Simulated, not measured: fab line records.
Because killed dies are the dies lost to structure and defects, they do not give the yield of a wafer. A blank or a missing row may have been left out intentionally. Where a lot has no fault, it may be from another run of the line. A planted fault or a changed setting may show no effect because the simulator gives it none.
Which tool was responsible? -- flow berkeley-cmos170 -- Sampling: 14 lots, 42 wafers, 4 of 331 route steps

## WHAT THE GAUGES SHOWED, per wafer
UCB170_M1_THK_MEAS_02: measures by xrf. Usual: M1_AL_THK gives 594 nm (standard deviation 7.9).
lot,measured,on,M1_AL_THK (nm),flag
L526,day 7 14:25,film-metro-04,601 606 606,
L529,day 7 18:55,film-metro-02,593 592 589,
L530,day 8 08:06,film-metro-04,602 603 616,
L532,day 8 19:14,film-metro-03,593 592 596,
L531,day 8 19:33,film-metro-04,595 589 599,
L533,day 8 19:44,film-metro-02,584 602 589,
L534,day 9 16:04,film-metro-03,588 592 583,
L537,day 9 15:41,film-metro-04,593 611 589,
L538,day 9 22:41,film-metro-04,599 600 601,
L544,day 11 00:17,film-metro-04,592 602 595,
L545,day 11 02:34,film-metro-02,593 594 586,
L543,day 11 02:25,film-metro-04,606 588 605,
L541,day 11 04:05,film-metro-02,586 592 599,
L546,day 11 04:18,film-metro-04,598 609 596,

UCB170_V1_THK_MEAS_01. Usual: V1_TEOS_THK gives 2008 nm (standard deviation 24).
lot,measured,on,V1_TEOS_THK (nm),flag
L526,day 7 20:14,film-metro-03,2016 2011 2029,
L529,day 8 00:12,film-metro-04,1987 2022 2023,
L530,day 8 12:37,film-metro-03,2005 2010 2014,
L532,day 9 00:49,film-metro-03,2041 2008 2041,
L531,day 9 00:50,film-metro-01,1990 2001 2013,
L533,day 9 00:50,film-metro-04,2022 1994 2051,
L534,day 9 21:06,film-metro-03,1965 1980 1970,
L537,day 9 21:06,film-metro-01,1970 1979 2020,
L538,day 10 04:19,film-metro-01,1982 2021 2037,
L544,day 11 06:54,film-metro-03,2011 1986 1974,
L545,day 11 07:03,film-metro-04,1973 2006 2021,
L543,day 11 07:32,film-metro-04,2016 2020 2038,
L541,day 11 09:29,film-metro-01,2006 2005 2045,
L546,day 11 09:39,film-metro-04,2012 2044 2029,

## WHICH TOOL RAN EACH LOT (tool, then ch and the chambers of the sampled wafers, then the start)
lot,UCB170_CONTACT_RTA_08,UCB170_M1_METAL_ETCH_12
L526,"rtp-anneal-01 ch 0, day 7 11:48","rie-metal-04 ch 0,1, day 7 15:54"
L529,"rtp-anneal-02 ch 0, day 7 16:59","rie-metal-02 ch 0,1, day 7 20:33"
L530,"rtp-anneal-02 ch 0, day 8 04:58","rie-metal-01 ch 0,1, day 8 10:08"
L532,"rtp-anneal-01 ch 0, day 8 16:58","rie-metal-01 ch 0,1, day 8 20:40"
L531,"rtp-anneal-02 ch 0, day 8 16:58","rie-metal-04 ch 0,1, day 8 20:56"
L533,"rtp-anneal-01 ch 0, day 8 17:02","rie-metal-01 ch 0,1, day 8 21:10"
L534,"rtp-anneal-01 ch 0, day 9 12:15","rie-metal-04 ch 0,1, day 9 17:29"
L537,"rtp-anneal-02 ch 0, day 9 12:15","rie-metal-01 ch 0,1, day 9 17:18"
L538,"rtp-anneal-01 ch 0, day 9 20:46","rie-metal-04 ch 0,1, day 9 23:55"
L544,"rtp-anneal-02 ch 0, day 10 22:29","rie-metal-01 ch 0,1, day 11 01:28"
L545,"rtp-anneal-01 ch 0, day 11 00:16","rie-metal-01 ch 0,1, day 11 03:54"
L543,"rtp-anneal-02 ch 0, day 11 00:16","rie-metal-04 ch 0,1, day 11 03:37"
L541,"rtp-anneal-01 ch 0, day 11 02:06","rie-metal-04 ch 0,1, day 11 05:11"
L546,"rtp-anneal-02 ch 0, day 11 02:29","rie-metal-01 ch 0,1, day 11 05:31"
- UCB170_CONTACT_RTA_08: time 10 s.
- UCB170_M1_METAL_ETCH_12: etches Al in Cl2/BCl3, stops on PSG, target depth 780 nm, time 130 s.

## AS READ BY THE TOOLS THEMSELVES (means over the sampled wafers that have a number; for cases with no such wafer, the mark the record gives instead)
UCB170_CONTACT_RTA_08. Usual: chamber-o2-ppm 1.996, standard deviation 0.019; lamp-power-pct 25 %, standard deviation 3.3; wafer_temp_C_max 907.1, standard deviation 1.8.
lot,tool,chamber-o2-ppm,lamp-power-pct (%),wafer_temp_C_max,flag
L526,rtp-anneal-01,2.009,29,905.7,
L529,rtp-anneal-02,2.017,22,907.8,
L530,rtp-anneal-02,2.023,22,907.3,
L532,rtp-anneal-01,2.003,29,905.7,
L531,rtp-anneal-02,1.994,22,909.7,
L533,rtp-anneal-01,2.011,29,905.7,
L534,rtp-anneal-01,1.987,29,906.2,
L537,rtp-anneal-02,2.000,22,908.7,
L538,rtp-anneal-01,1.999,29,906.7,
L544,rtp-anneal-02,1.996,22,907.6,
L545,rtp-anneal-01,1.958,29,905.7,
L543,rtp-anneal-02,1.980,22,907.5,
L541,rtp-anneal-01,1.991,29,905.3,
L546,rtp-anneal-02,1.987,22,909.2,

UCB170_M1_METAL_ETCH_12. Usual: drypump-motor-current-A 5.9 A, standard deviation 0.42; oes-product-au 0.851 a.u., standard deviation 0.011; throttle-valve-pct 24.38 %, standard deviation 0.25.
lot,tool,drypump-motor-current-A (A),oes-product-au (a.u.),throttle-valve-pct (%),flag
L526,rie-metal-04,5.4,0.852,24.37,
L529,rie-metal-02,6.1,0.866,24.06,
L530,rie-metal-01,6.2,0.855,24.44,
L532,rie-metal-01,6.0,0.845,24.60,
L531,rie-metal-04,5.3,0.858,24.46,
L533,rie-metal-01,6.2,0.846,24.45,
L534,rie-metal-04,5.3,0.851,24.47,
L537,rie-metal-01,6.0,0.845,24.61,
L538,rie-metal-04,5.3,0.857,24.46,
L544,rie-metal-01,6.2,0.847,24.45,
L545,rie-metal-01,6.0,0.843,24.60,
L543,rie-metal-04,5.4,0.868,24.37,
L541,rie-metal-04,5.4,0.866,24.37,
L546,rie-metal-01,6.2,0.848,24.45,

## THE ANSWER, worked out from the rows above alone
Rule: a lot is off if the mean of its wafers that have a number lies more than 3 standard deviations from the usual mean. A lot without any number at a reading at which 4 lots or more have one is off too. The other lots that the step has rows for count as sound. Order of review: gauges by route order, followed by the tools' own readings, for which a lot's mean as printed above is used. At the first step where some lot is off, the reading lying furthest off is the one used; lots without a number count as furthest.
Nothing can be told from this: no lot is off at any reading shown.

## WHAT THE SIMULATOR HAD INSERTED
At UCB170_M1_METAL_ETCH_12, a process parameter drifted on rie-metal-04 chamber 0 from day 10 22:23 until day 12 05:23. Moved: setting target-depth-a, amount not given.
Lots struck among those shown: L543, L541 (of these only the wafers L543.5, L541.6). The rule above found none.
